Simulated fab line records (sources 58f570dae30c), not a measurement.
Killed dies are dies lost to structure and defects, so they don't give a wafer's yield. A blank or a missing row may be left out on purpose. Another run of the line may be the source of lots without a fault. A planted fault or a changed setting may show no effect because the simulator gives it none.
fab line records | flow berkeleyCmos170
[record] lots = 24 | wafers = 72 | lastDay = 13
route steps=331 shown V1@254 V2@304 M3@311
lots that met no fault: from a run of the same line without faults
startH: start of the lot's first displayed wafer, in hours after the record's first day | waitH: hours from the lot's prior step to this one | " repeats the value in the row above | L1.1+2: several wafers, shown together as one row | - no value, or no start given | * or withheld: withheld | < > ~ a bound
route shown NAME@n: names a module that has steps shown in the file, with the first one's number in the route | usual: mean and standard deviation over wafers with no fault | same: alike in all rows | chamber/n: place in a boat | sites: each site's reading | _std_site: the standard deviation of these | _edge_site: inner sites' mean taken away from outer sites' mean | radiusMm: for every site, how far away it sits from the centre of the wafer | mask NAME#n: copy n | behind: the last tool/chamber to shape the wafer | hold: why the lot went on hold/how many hours it stayed there/how the hold came to an end | device: the transistor (n, p or np) that didn't switch | end of line: tests of these same wafers at the route's end | a step with no rows: only its recipe | killed: the dies lost at the first sort to structure and to defects; this is not the yield of the wafer | map: a wafer's dies, x killed, . not, _ none there
set.NAME: the setting that was run; set.NAME@STEP: the one run at that earlier step | model.NAME: the simulator's own value behind a step, which no gauge read
route steps across a sampled set of lots; one table per step, one row per wafer
services: a tool's chamber out of use, with start hour (startH, from the record's first day; less than 0 if before it), hours out, and reason
[[steps]]
[step UCB170_V1_CVD_00]
[recipe] material = SiO2 | targetThkNm = 2000 | tempC = 390 | precursor = TEOS/O2 | timeS = 250 | rfW = 550 | pressureMtorr = 9000
[usual] heaterPowerW = 249/44
lot.wafer | tool     | chamber | startH | waitH | heaterPowerW | sinceWetCleanH
L074.3    | pecvd-03 | 2       | 176.49 | 0.0   | 271          | 148
L074.4    | "        | 1       | "      | "     | 197          | -
L074.5    | "        | 0       | "      | "     | 211          | -
L077.1    | pecvd-01 | 2       | 198.76 | 0.0   | 311          | 277
L077.3    | "        | 0       | "      | "     | 224          | 277
L077.4    | "        | 0       | "      | "     | 282          | -
L075.1    | pecvd-02 | 2       | 200.66 | 0.0   | 309          | 386
L075.4    | "        | 2       | "      | "     | 242          | -
L075.5    | "        | 0       | "      | "     | 292          | -
L076.1    | pecvd-03 | 1       | 202.00 | 0.0   | 208          | 174
L076.3    | "        | 2       | "      | "     | 289          | 174
L076.4    | "        | 2       | "      | "     | 218          | -
L078.3    | pecvd-03 | 0       | 210.77 | 0.0   | 272          | 182
L078.4    | "        | 0       | "      | "     | 217          | -
L078.5    | "        | 2       | "      | "     | 306          | -
L080.1    | pecvd-01 | 2       | 212.11 | 0.0   | 275          | 291
L080.2    | "        | 1       | "      | "     | 243          | 291
L080.5    | "        | 1       | "      | "     | 164          | -
L079.3    | pecvd-03 | 1       | 213.44 | 0.0   | 271          | 185
L079.5    | "        | 0       | "      | "     | 210          | -
L079.6    | "        | 1       | "      | "     | 199          | -
L081.3    | pecvd-01 | 1       | 213.44 | 0.0   | 180          | 292
L081.4    | "        | 1       | "      | "     | 240          | -
L081.6    | "        | 0       | "      | "     | 290          | -
L082.2    | pecvd-03 | 2       | 232.16 | 0.0   | 283          | 204
L082.3    | "        | 0       | "      | "     | 301          | 204
L082.6    | "        | 1       | "      | "     | 277          | -
L085.4    | pecvd-01 | 1       | 234.12 | 0.1   | 168          | -
L085.5    | "        | 2       | "      | "     | 317          | -
L085.6    | "        | 0       | "      | "     | 205          | -
L083.2    | pecvd-03 | 1       | 235.38 | 0.0   | 256          | 207
L083.5    | "        | 2       | "      | "     | 215          | -
L083.6    | "        | 1       | "      | "     | 201          | -
L084.1    | pecvd-01 | 0       | 235.38 | 0.0   | 264          | 314
L084.5    | "        | 0       | "      | "     | 206          | -
L084.6    | "        | 2       | "      | "     | 311          | -
L086.1    | pecvd-03 | 2       | 236.71 | 0.0   | 238          | 208
L086.2    | "        | 1       | "      | "     | 282          | 208
L086.6    | "        | 1       | "      | "     | 193          | -
L087.2    | pecvd-02 | 0       | 258.32 | 0.0   | 276          | 2
L087.3    | "        | 2       | "      | "     | 244          | -
L087.4    | "        | 0       | "      | "     | 205          | -
L088.2    | pecvd-01 | 0       | 259.65 | 0.0   | 225          | 338
L088.4    | "        | 2       | "      | "     | 312          | -
L088.5    | "        | 1       | "      | "     | 161          | -
L089.2    | pecvd-03 | 2       | 266.82 | 0.0   | 289          | 238
L089.3    | "        | 0       | "      | "     | 249          | 238
L089.5    | "        | 0       | "      | "     | 295          | -
L090.2    | pecvd-01 | 0       | 268.16 | 0.0   | 294          | 347
L090.3    | "        | 2       | "      | "     | 329          | 347
L090.4    | "        | 1       | "      | "     | 164          | -
L092.1    | pecvd-03 | 1       | 274.82 | 0.0   | 201          | 246
L092.2    | "        | 0       | "      | "     | 288          | 246
L092.5    | "        | 1       | "      | "     | 267          | -
L093.1    | pecvd-01 | 1       | 276.15 | 0.0   | 251          | 355
L093.3    | "        | 0       | "      | "     | 290          | 355
L093.4    | "        | 1       | "      | "     | 160          | -
L091.2    | pecvd-01 | 1       | 278.45 | 0.0   | 234          | 357
L091.3    | "        | 2       | "      | "     | 269          | 357
L091.6    | "        | 0       | "      | "     | 282          | -
L095.2    | pecvd-03 | 0       | 287.46 | 0.0   | 263          | 259
L095.5    | "        | 0       | "      | "     | 310          | -
L095.6    | "        | 1       | "      | "     | 285          | -
L094.1    | pecvd-02 | 2       | 288.79 | 0.0   | 285          | 32
L094.3    | "        | 1       | "      | "     | 350          | 32
L094.4    | "        | 1       | "      | "     | 254          | -
L096.3    | pecvd-01 | 1       | 300.93 | 0.0   | 215          | 379
L096.5    | "        | 2       | "      | "     | 314          | -
L096.6    | "        | 1       | "      | "     | 166          | -
L097.2    | pecvd-03 | 1       | 304.78 | 0.0   | 248          | 276
L097.3    | "        | 0       | "      | "     | 283          | 276
L097.6    | "        | 1       | "      | "     | 201          | -
[step UCB170_V2_CD_MEAS_12]
[recipe] targetCdNm = 700
[usual] cdNm = 700.0/1.7
lot.wafer | tool     | chamber | startH | waitH | cdNm
L074.3    | cdSem-01 | -       | 186.27 | -     | 696.7
L074.4    | "        | -       | "      | "     | 697.5
L074.5    | "        | -       | "      | "     | 696.8
L077.1    | cdSem-02 | -       | 205.58 | -     | 699.5
L077.3    | "        | -       | "      | "     | 699.1
L077.4    | "        | -       | "      | "     | 700.2
L075.1    | cdSem-02 | -       | 207.82 | -     | 699.7
L075.4    | "        | -       | "      | "     | 700.1
L075.5    | "        | -       | "      | "     | 699.1
L076.1    | cdSem-02 | -       | 209.69 | -     | 701.5
L076.3    | "        | -       | "      | "     | 700.8
L076.4    | "        | -       | "      | "     | 700.7
L078.3    | cdSem-02 | -       | 221.70 | -     | 698.9
L078.4    | "        | -       | "      | "     | 698.2
L078.5    | "        | -       | "      | "     | 697.4
L081.3    | cdSem-01 | -       | 224.47 | -     | 699.4
L081.4    | "        | -       | "      | "     | 699.3
L081.6    | "        | -       | "      | "     | 698.5
L079.3    | cdSem-02 | -       | 224.58 | -     | 700.5
L079.5    | "        | -       | "      | "     | 701.2
L079.6    | "        | -       | "      | "     | 700.8
L080.1    | cdSem-01 | -       | 224.63 | -     | 699.5
L080.2    | "        | -       | "      | "     | 699.2
L080.5    | "        | -       | "      | "     | 698.3
L082.2    | cdSem-02 | -       | 241.78 | -     | 701.7
L082.3    | "        | -       | "      | "     | 700.3
L082.6    | "        | -       | "      | "     | 701.2
L085.4    | cdSem-02 | -       | 242.66 | -     | 701.1
L085.5    | "        | -       | "      | "     | 701.1
L085.6    | "        | -       | "      | "     | 701.4
L083.2    | cdSem-01 | -       | 243.91 | -     | 698.4
L083.5    | "        | -       | "      | "     | 697.3
L083.6    | "        | -       | "      | "     | 697.1
L084.1    | cdSem-01 | -       | 244.44 | -     | 702.7
L084.5    | "        | -       | "      | "     | 702.3
L084.6    | "        | -       | "      | "     | 703.5
L086.1    | cdSem-02 | -       | 245.13 | -     | 699.7
L086.2    | "        | -       | "      | "     | 700.0
L086.6    | "        | -       | "      | "     | 700.4
L087.2    | cdSem-02 | -       | 268.10 | -     | 702.3
L087.3    | "        | -       | "      | "     | 701.1
L087.4    | "        | -       | "      | "     | 701.4
L088.2    | cdSem-01 | -       | 268.34 | -     | 701.9
L088.4    | "        | -       | "      | "     | 701.7
L088.5    | "        | -       | "      | "     | 701.7
L089.2    | cdSem-01 | -       | 275.59 | -     | 703.9
L089.3    | "        | -       | "      | "     | 703.2
L089.5    | "        | -       | "      | "     | 704.5
L090.2    | cdSem-02 | -       | 276.40 | -     | 698.2
L090.3    | "        | -       | "      | "     | 699.0
L090.4    | "        | -       | "      | "     | 698.9
L092.1    | cdSem-02 | -       | 281.71 | -     | 696.5
L092.2    | "        | -       | "      | "     | 697.1
L092.5    | "        | -       | "      | "     | 697.1
L093.1    | cdSem-01 | -       | 283.24 | -     | 700.1
L093.3    | "        | -       | "      | "     | 699.8
L093.4    | "        | -       | "      | "     | 699.7
L091.2    | cdSem-02 | -       | 288.97 | -     | 699.4
L091.3    | "        | -       | "      | "     | 701.0
L091.6    | "        | -       | "      | "     | 699.5
L095.2    | cdSem-01 | -       | 296.82 | -     | 701.0
L095.5    | "        | -       | "      | "     | 699.9
L095.6    | "        | -       | "      | "     | 700.5
L094.1    | cdSem-02 | -       | 297.09 | -     | 699.2
L094.3    | "        | -       | "      | "     | 700.2
L094.4    | "        | -       | "      | "     | 699.5
L096.3    | cdSem-02 | -       | 309.10 | -     | 700.6
L096.5    | "        | -       | "      | "     | 701.3
L096.6    | "        | -       | "      | "     | 700.7
L097.2    | cdSem-02 | -       | 313.94 | -     | 700.7
L097.3    | "        | -       | "      | "     | 700.9
L097.6    | "        | -       | "      | "     | 700.1
[step UCB170_V2_CD_MEAS_90]
[recipe] targetCdNm = 700
[usual] cdNm = 700.1/1.7
lot.wafer | tool     | chamber | startH | waitH | cdNm
L074.3    | cdSem-02 | -       | 186.71 | 0.1   | 696.7
L074.4    | "        | -       | "      | "     | 697.5
L074.5    | "        | -       | "      | "     | 696.6
L077.1    | cdSem-02 | -       | 206.02 | 0.1   | 699.4
L077.3    | "        | -       | "      | "     | 698.8
L077.4    | "        | -       | "      | "     | 700.7
L075.1    | cdSem-02 | -       | 208.42 | 0.2   | 700.2
L075.4    | "        | -       | "      | "     | 699.2
L075.5    | "        | -       | "      | "     | 699.8
L076.1    | cdSem-02 | -       | 210.20 | 0.1   | 701.5
L076.3    | "        | -       | "      | "     | 700.1
L076.4    | "        | -       | "      | "     | 701.1
L078.3    | cdSem-02 | -       | 222.42 | 0.4   | 698.8
L078.4    | "        | -       | "      | "     | 697.9
L078.5    | "        | -       | "      | "     | 696.2
L081.3    | cdSem-02 | -       | 224.91 | 0.1   | 699.0
L081.4    | "        | -       | "      | "     | 699.8
L081.6    | "        | -       | "      | "     | 698.1
L079.3    | cdSem-01 | -       | 225.01 | 0.1   | 700.2
L079.5    | "        | -       | "      | "     | 701.2
L079.6    | "        | -       | "      | "     | 700.2
L080.1    | cdSem-02 | -       | 225.07 | 0.1   | 699.7
L080.2    | "        | -       | "      | "     | 699.3
L080.5    | "        | -       | "      | "     | 699.5
L082.2    | cdSem-02 | -       | 242.21 | 0.1   | 701.6
L082.3    | "        | -       | "      | "     | 700.8
L082.6    | "        | -       | "      | "     | 701.7
L085.4    | cdSem-02 | -       | 243.10 | 0.1   | 700.0
L085.5    | "        | -       | "      | "     | 700.5
L085.6    | "        | -       | "      | "     | 701.2
L083.2    | cdSem-02 | -       | 244.34 | 0.1   | 698.4
L083.5    | "        | -       | "      | "     | 697.2
L083.6    | "        | -       | "      | "     | 697.5
L084.1    | cdSem-01 | -       | 244.93 | 0.1   | 701.5
L084.5    | "        | -       | "      | "     | 702.1
L084.6    | "        | -       | "      | "     | 703.1
L086.1    | cdSem-02 | -       | 245.73 | 0.1   | 700.3
L086.2    | "        | -       | "      | "     | 699.8
L086.6    | "        | -       | "      | "     | 700.6
L087.2    | cdSem-02 | -       | 268.53 | 0.1   | 702.4
L087.3    | "        | -       | "      | "     | 701.2
L087.4    | "        | -       | "      | "     | 700.9
L088.2    | cdSem-01 | -       | 268.77 | 0.1   | 701.5
L088.4    | "        | -       | "      | "     | 701.7
L088.5    | "        | -       | "      | "     | 701.8
L089.2    | cdSem-02 | -       | 276.02 | 0.1   | 703.6
L089.3    | "        | -       | "      | "     | 704.1
L089.5    | "        | -       | "      | "     | 704.5
L090.2    | cdSem-02 | -       | 276.83 | 0.1   | 698.3
L090.3    | "        | -       | "      | "     | 698.5
L090.4    | "        | -       | "      | "     | 698.7
L092.1    | cdSem-01 | -       | 282.14 | 0.1   | 696.8
L092.2    | "        | -       | "      | "     | 697.1
L092.5    | "        | -       | "      | "     | 696.8
L093.1    | cdSem-01 | -       | 283.67 | 0.1   | 700.4
L093.3    | "        | -       | "      | "     | 700.5
L093.4    | "        | -       | "      | "     | 699.5
L091.2    | cdSem-01 | -       | 289.41 | 0.1   | 699.4
L091.3    | "        | -       | "      | "     | 701.2
L091.6    | "        | -       | "      | "     | 699.8
L095.2    | cdSem-02 | -       | 297.25 | 0.1   | 700.8
L095.5    | "        | -       | "      | "     | 699.4
L095.6    | "        | -       | "      | "     | 700.4
L094.1    | cdSem-01 | -       | 297.52 | 0.1   | 699.5
L094.3    | "        | -       | "      | "     | 700.5
L094.4    | "        | -       | "      | "     | 698.8
L096.3    | cdSem-02 | -       | 309.54 | 0.1   | 699.9
L096.5    | "        | -       | "      | "     | 700.8
L096.6    | "        | -       | "      | "     | 700.5
L097.2    | cdSem-02 | -       | 314.38 | 0.1   | 700.9
L097.3    | "        | -       | "      | "     | 701.3
L097.6    | "        | -       | "      | "     | 700.3
[step UCB170_M3_RS_MEAS_02]
[recipe] thkMeasGauge = four-point-probe | reads = Al_of_M3_SPUTTER_01
[usual] M3_AL_RS = 0.0321/0.00036
lot.wafer | tool         | chamber | startH | waitH | M3_AL_RS[ohm/sq]
L074.3    | filmMetro-02 | -       | 186.98 | 0.1   | 0.0319
L074.4    | "            | -       | "      | "     | 0.0321
L074.5    | "            | -       | "      | "     | 0.0322
L077.1    | filmMetro-02 | -       | 206.29 | 0.0   | 0.0319
L077.3    | "            | -       | "      | "     | 0.0320
L077.4    | "            | -       | "      | "     | 0.0324
L075.1    | filmMetro-04 | -       | 208.69 | 0.0   | 0.0319
L075.4    | "            | -       | "      | "     | 0.0318
L075.5    | "            | -       | "      | "     | 0.0318
L076.1    | filmMetro-03 | -       | 210.47 | 0.0   | 0.0322
L076.3    | "            | -       | "      | "     | 0.0321
L076.4    | "            | -       | "      | "     | 0.0324
L078.3    | filmMetro-04 | -       | 222.69 | 0.1   | 0.0317
L078.4    | "            | -       | "      | "     | 0.0320
L078.5    | "            | -       | "      | "     | 0.0322
L081.3    | filmMetro-02 | -       | 225.18 | 0.1   | 0.0321
L081.4    | "            | -       | "      | "     | 0.0322
L081.6    | "            | -       | "      | "     | 0.0324
L079.3    | filmMetro-03 | -       | 225.28 | 0.1   | 0.0325
L079.5    | "            | -       | "      | "     | 0.0326
L079.6    | "            | -       | "      | "     | 0.0328
L080.1    | filmMetro-04 | -       | 225.34 | 0.0   | 0.0323
L080.2    | "            | -       | "      | "     | 0.0322
L080.5    | "            | -       | "      | "     | 0.0324
L082.2    | filmMetro-04 | -       | 242.48 | 0.1   | 0.0323
L082.3    | "            | -       | "      | "     | 0.0325
L082.6    | "            | -       | "      | "     | 0.0325
L085.4    | filmMetro-02 | -       | 243.37 | 0.1   | 0.0319
L085.5    | "            | -       | "      | "     | 0.0320
L085.6    | "            | -       | "      | "     | 0.0320
L083.2    | filmMetro-03 | -       | 244.61 | 0.1   | 0.0317
L083.5    | "            | -       | "      | "     | 0.0318
L083.6    | "            | -       | "      | "     | 0.0318
L084.1    | filmMetro-03 | -       | 245.20 | 0.0   | 0.0328
L084.5    | "            | -       | "      | "     | 0.0326
L084.6    | "            | -       | "      | "     | 0.0327
L086.1    | filmMetro-03 | -       | 246.00 | 0.0   | 0.0323
L086.2    | "            | -       | "      | "     | 0.0320
L086.6    | "            | -       | "      | "     | 0.0321
L087.2    | filmMetro-02 | -       | 268.80 | 0.1   | 0.0318
L087.3    | "            | -       | "      | "     | 0.0321
L087.4    | "            | -       | "      | "     | 0.0317
L088.2    | filmMetro-03 | -       | 269.04 | 0.1   | 0.0328
L088.4    | "            | -       | "      | "     | 0.0325
L088.5    | "            | -       | "      | "     | 0.0326
L089.2    | filmMetro-03 | -       | 276.29 | 0.1   | 0.0317
L089.3    | "            | -       | "      | "     | 0.0318
L089.5    | "            | -       | "      | "     | 0.0317
L090.2    | filmMetro-03 | -       | 277.10 | 0.1   | 0.0321
L090.3    | "            | -       | "      | "     | 0.0321
L090.4    | "            | -       | "      | "     | 0.0321
L092.1    | filmMetro-04 | -       | 282.41 | 0.0   | 0.0320
L092.2    | "            | -       | "      | "     | 0.0318
L092.5    | "            | -       | "      | "     | 0.0319
L093.1    | filmMetro-02 | -       | 283.94 | 0.0   | 0.0323
L093.3    | "            | -       | "      | "     | 0.0325
L093.4    | "            | -       | "      | "     | 0.0324
L091.2    | filmMetro-03 | -       | 289.68 | 0.1   | 0.0320
L091.3    | "            | -       | "      | "     | 0.0320
L091.6    | "            | -       | "      | "     | 0.0321
L095.2    | filmMetro-03 | -       | 297.52 | 0.1   | 0.0313
L095.5    | "            | -       | "      | "     | 0.0316
L095.6    | "            | -       | "      | "     | 0.0314
L094.1    | filmMetro-02 | -       | 297.79 | 0.0   | 0.0316
L094.3    | "            | -       | "      | "     | 0.0316
L094.4    | "            | -       | "      | "     | 0.0317
L096.3    | filmMetro-02 | -       | 309.81 | 0.1   | 0.0321
L096.5    | "            | -       | "      | "     | 0.0320
L096.6    | "            | -       | "      | "     | 0.0323
L097.2    | filmMetro-04 | -       | 314.65 | 0.1   | 0.0314
L097.3    | "            | -       | "      | "     | 0.0314
L097.6    | "            | -       | "      | "     | 0.0313
[step UCB170_M3_THK_MEAS_03]
[recipe] thkMeasGauge = xrf | reads = Al_of_M3_SPUTTER_01
[usual] M3_AL_THK = 900/11
lot.wafer | tool         | chamber | startH | waitH | M3_AL_THK[nm]
L074.3    | filmMetro-02 | -       | 187.08 | 0.1   | 905
L074.4    | "            | -       | "      | "     | 902
L074.5    | "            | -       | "      | "     | 889
L077.1    | filmMetro-02 | -       | 206.41 | 0.1   | 896
L077.3    | "            | -       | "      | "     | 893
L077.4    | "            | -       | "      | "     | 888
L075.1    | filmMetro-04 | -       | 208.81 | 0.1   | 906
L075.4    | "            | -       | "      | "     | 913
L075.5    | "            | -       | "      | "     | 915
L076.1    | filmMetro-03 | -       | 210.59 | 0.1   | 896
L076.3    | "            | -       | "      | "     | 908
L076.4    | "            | -       | "      | "     | 894
L078.3    | filmMetro-04 | -       | 222.79 | 0.1   | 914
L078.4    | "            | -       | "      | "     | 904
L078.5    | "            | -       | "      | "     | 905
L081.3    | filmMetro-02 | -       | 225.28 | 0.1   | 891
L081.4    | "            | -       | "      | "     | 891
L081.6    | "            | -       | "      | "     | 886
L079.3    | filmMetro-03 | -       | 225.38 | 0.1   | 893
L079.5    | "            | -       | "      | "     | 896
L079.6    | "            | -       | "      | "     | 884
L080.1    | filmMetro-04 | -       | 225.46 | 0.1   | 893
L080.2    | "            | -       | "      | "     | 900
L080.5    | "            | -       | "      | "     | 891
L082.2    | filmMetro-04 | -       | 242.59 | 0.1   | 903
L082.3    | "            | -       | "      | "     | 890
L082.6    | "            | -       | "      | "     | 892
L085.4    | filmMetro-02 | -       | 243.46 | 0.1   | 900
L085.5    | "            | -       | "      | "     | 903
L085.6    | "            | -       | "      | "     | 900
L083.2    | filmMetro-03 | -       | 244.72 | 0.1   | 920
L083.5    | "            | -       | "      | "     | 914
L083.6    | "            | -       | "      | "     | 914
L084.1    | filmMetro-03 | -       | 245.32 | 0.1   | 893
L084.5    | "            | -       | "      | "     | 897
L084.6    | "            | -       | "      | "     | 888
L086.1    | filmMetro-03 | -       | 246.12 | 0.1   | 897
L086.2    | "            | -       | "      | "     | 908
L086.6    | "            | -       | "      | "     | 906
L087.2    | filmMetro-02 | -       | 268.91 | 0.1   | 893
L087.3    | "            | -       | "      | "     | 883
L087.4    | "            | -       | "      | "     | 900
L088.2    | filmMetro-03 | -       | 269.15 | 0.1   | 890
L088.4    | "            | -       | "      | "     | 895
L088.5    | "            | -       | "      | "     | 893
L089.2    | filmMetro-03 | -       | 276.40 | 0.1   | 918
L089.3    | "            | -       | "      | "     | 913
L089.5    | "            | -       | "      | "     | 918
L090.2    | filmMetro-03 | -       | 277.21 | 0.1   | 908
L090.3    | "            | -       | "      | "     | 904
L090.4    | "            | -       | "      | "     | 904
L092.1    | filmMetro-04 | -       | 282.53 | 0.1   | 905
L092.2    | "            | -       | "      | "     | 909
L092.5    | "            | -       | "      | "     | 912
L093.1    | filmMetro-02 | -       | 284.06 | 0.1   | 878
L093.3    | "            | -       | "      | "     | 874
L093.4    | "            | -       | "      | "     | 882
L091.2    | filmMetro-03 | -       | 289.79 | 0.1   | 903
L091.3    | "            | -       | "      | "     | 902
L091.6    | "            | -       | "      | "     | 902
L095.2    | filmMetro-03 | -       | 297.63 | 0.1   | 922
L095.5    | "            | -       | "      | "     | 920
L095.6    | "            | -       | "      | "     | 917
L094.1    | filmMetro-02 | -       | 297.91 | 0.1   | 910
L094.3    | "            | -       | "      | "     | 905
L094.4    | "            | -       | "      | "     | 904
L096.3    | filmMetro-02 | -       | 309.91 | 0.1   | 883
L096.5    | "            | -       | "      | "     | 894
L096.6    | "            | -       | "      | "     | 885
L097.2    | filmMetro-04 | -       | 314.76 | 0.1   | 923
L097.3    | "            | -       | "      | "     | 920
L097.6    | "            | -       | "      | "     | 923
[step UCB170_M3_CD_MEAS_90]
[recipe] targetCdNm = 700
[usual] cdNm = 700.9/2.6
lot.wafer | tool     | chamber | startH | waitH | cdNm
L074.3    | cdSem-02 | -       | 189.99 | 0.1   | 701.4
L074.4    | "        | -       | "      | "     | 700.6
L074.5    | "        | -       | "      | "     | 700.4
L077.1    | cdSem-02 | -       | 209.57 | 0.1   | 700.6
L077.3    | "        | -       | "      | "     | 699.3
L077.4    | "        | -       | "      | "     | 699.3
L075.1    | cdSem-01 | -       | 211.84 | 0.1   | 701.9
L075.4    | "        | -       | "      | "     | 704.4
L075.5    | "        | -       | "      | "     | 704.5
L076.1    | cdSem-02 | -       | 213.60 | 0.1   | 702.0
L076.3    | "        | -       | "      | "     | 702.9
L076.4    | "        | -       | "      | "     | 704.2
L078.3    | cdSem-01 | -       | 225.28 | 0.1   | 702.1
L078.4    | "        | -       | "      | "     | 702.0
L078.5    | "        | -       | "      | "     | 704.7
L081.3    | cdSem-02 | -       | 227.71 | 0.1   | 700.5
L081.4    | "        | -       | "      | "     | 703.0
L081.6    | "        | -       | "      | "     | 702.5
L079.3    | cdSem-02 | -       | 227.95 | 0.2   | 701.0
L079.5    | "        | -       | "      | "     | 701.0
L079.6    | "        | -       | "      | "     | 704.2
L080.1    | cdSem-02 | -       | 228.03 | 0.1   | 697.5
L080.2    | "        | -       | "      | "     | 693.8
L080.5    | "        | -       | "      | "     | 697.1
L082.2    | cdSem-01 | -       | 245.32 | 0.1   | 697.4
L082.3    | "        | -       | "      | "     | 696.7
L082.6    | "        | -       | "      | "     | 697.9
L085.4    | cdSem-01 | -       | 247.70 | 0.1   | 704.5
L085.5    | "        | -       | "      | "     | 704.4
L085.6    | "        | -       | "      | "     | 703.4
L083.2    | cdSem-02 | -       | 247.78 | 0.1   | 704.9
L083.5    | "        | -       | "      | "     | 708.3
L083.6    | "        | -       | "      | "     | 702.9
L084.1    | cdSem-01 | -       | 248.27 | 0.1   | 699.6
L084.5    | "        | -       | "      | "     | 700.2
L084.6    | "        | -       | "      | "     | 700.8
L086.1    | cdSem-02 | -       | 248.81 | 0.1   | 698.0
L086.2    | "        | -       | "      | "     | 700.1
L086.6    | "        | -       | "      | "     | 702.1
L087.2    | cdSem-02 | -       | 271.03 | 0.1   | 698.9
L087.3    | "        | -       | "      | "     | 701.0
L087.4    | "        | -       | "      | "     | 699.2
L088.2    | cdSem-01 | -       | 271.58 | 0.1   | 702.3
L088.4    | "        | -       | "      | "     | 698.4
L088.5    | "        | -       | "      | "     | 702.4
L089.2    | cdSem-01 | -       | 278.79 | 0.1   | 696.7
L089.3    | "        | -       | "      | "     | 703.7
L089.5    | "        | -       | "      | "     | 700.8
L090.2    | cdSem-02 | -       | 279.46 | 0.1   | 701.4
L090.3    | "        | -       | "      | "     | 700.6
L090.4    | "        | -       | "      | "     | 705.0
L092.1    | cdSem-02 | -       | 285.33 | 0.1   | 703.5
L092.2    | "        | -       | "      | "     | 700.3
L092.5    | "        | -       | "      | "     | 701.3
L093.1    | cdSem-02 | -       | 287.33 | 0.1   | 698.4
L093.3    | "        | -       | "      | "     | 697.7
L093.4    | "        | -       | "      | "     | 701.7
L091.2    | cdSem-02 | -       | 292.08 | 0.1   | 700.4
L091.3    | "        | -       | "      | "     | 699.9
L091.6    | "        | -       | "      | "     | 700.3
L095.2    | cdSem-01 | -       | 299.75 | 0.1   | 702.7
L095.5    | "        | -       | "      | "     | 699.2
L095.6    | "        | -       | "      | "     | 698.6
L094.1    | cdSem-02 | -       | 300.15 | 0.1   | 697.2
L094.3    | "        | -       | "      | "     | 704.0
L094.4    | "        | -       | "      | "     | 699.5
L096.3    | cdSem-01 | -       | 312.36 | 0.1   | 697.0
L096.5    | "        | -       | "      | "     | 696.3
L096.6    | "        | -       | "      | "     | 697.3
L097.2    | cdSem-01 | -       | 320.13 | 0.1   | 702.9
L097.3    | "        | -       | "      | "     | 700.1
L097.6    | "        | -       | "      | "     | 699.0
[[services]]
tool     | chamber | startH | hours | kind
pecvd-02 | -       | 202.82 | 1.8   | repair
pecvd-02 | 1       | 222.02 | 45.5  | repair
pecvd-01 | 2       | 222.80 | 5.3   | repair
pecvd-02 | -       | 232.05 | 6.0   | pm
pecvd-02 | -       | 242.50 | 14.0  | pm
pecvd-02 | 0       | 242.50 | 14.0  | ventCycle
pecvd-02 | 1       | 242.50 | 25.0  | ventCycle
pecvd-02 | 2       | 242.50 | 14.0  | ventCycle
pecvd-03 | 2       | 250.49 | -     | calibration
pecvd-02 | 0       | 256.50 | -     | clean
pecvd-02 | 1       | 256.50 | -     | clean
pecvd-02 | 2       | 256.50 | -     | clean
pecvd-01 | -       | 286.96 | 1.7   | repair
[[key]]
fault none
